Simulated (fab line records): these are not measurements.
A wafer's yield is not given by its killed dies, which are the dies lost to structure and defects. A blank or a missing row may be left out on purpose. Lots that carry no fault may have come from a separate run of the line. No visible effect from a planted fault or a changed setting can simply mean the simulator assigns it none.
Chamber matching	flow berkeley cmos170	UCB170_V2_CMP_02 on cmp-02: 4 sister chambers
The step polishes SiO2. 8 wafers are shown with their chamber, then 10 later ones without.

WAFERS, EACH WITH ITS CHAMBER
wafer	chamber	motor current A (A)	slurry filter dp kPa (kPa)
L863.2	0	16.4	13.35
L863.4	3	19.5	13.58
L861.5	1	14.9	13.52
L864.1	3	18.4	13.47
L864.3	1	14.5	13.59
L864.4	2	16.0	13.38
L866.2	2	15.6	13.55
L866.3	0	16.2	13.28

WAFERS WITH NO CHAMBER GIVEN
wafer	motor current A (A)	slurry filter dp kPa (kPa)
L866.4	15.9	13.65
L880.2	14.7	13.76
L880.4	16.0	13.36
L880.5	16.9	13.63
L879.1	18.8	13.43
L879.2	16.0	13.52
L879.5	16.4	13.61
L881.1	18.7	13.62
L881.2	16.0	13.42
L881.3	15.7	13.40

EACH ONE'S CHAMBER
wafer	from the rows above	in truth
L866.4	can't be placed: 2 or 1 or 0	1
L880.2	can't be placed: 1 or 2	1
L880.4	can't be placed: 0 or 2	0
L880.5	can't be placed: 2 or 0 or 3 or 1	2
L879.1	3	3
L879.2	can't be placed: 2 or 0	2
L879.5	can't be placed: 2 or 0 or 1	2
L881.1	3	3
L881.2	can't be placed: 2 or 0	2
L881.3	can't be placed: 2 or 0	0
Correctly placed: 2 of 10. Cannot be placed on the basis of these rows: 8; the candidates contain the true chamber in 8. Number placed wrongly: 0.
How it was worked out, from the rows above alone: a wafer's distance from a chamber is the root of the sum, over the readings, of the square of ((its reading less the chamber's mean) divided by the reading's scatter). The wafer belongs to the nearest chamber; if the next one is less than 2 further off, it can't be placed. For every chamber, the mean is computed from those of its wafers that are shown. The scatter is the square root of a quotient: the sum, over the shown wafers, of each reading's squared deviation from its chamber's mean, divided by wafers minus chambers.
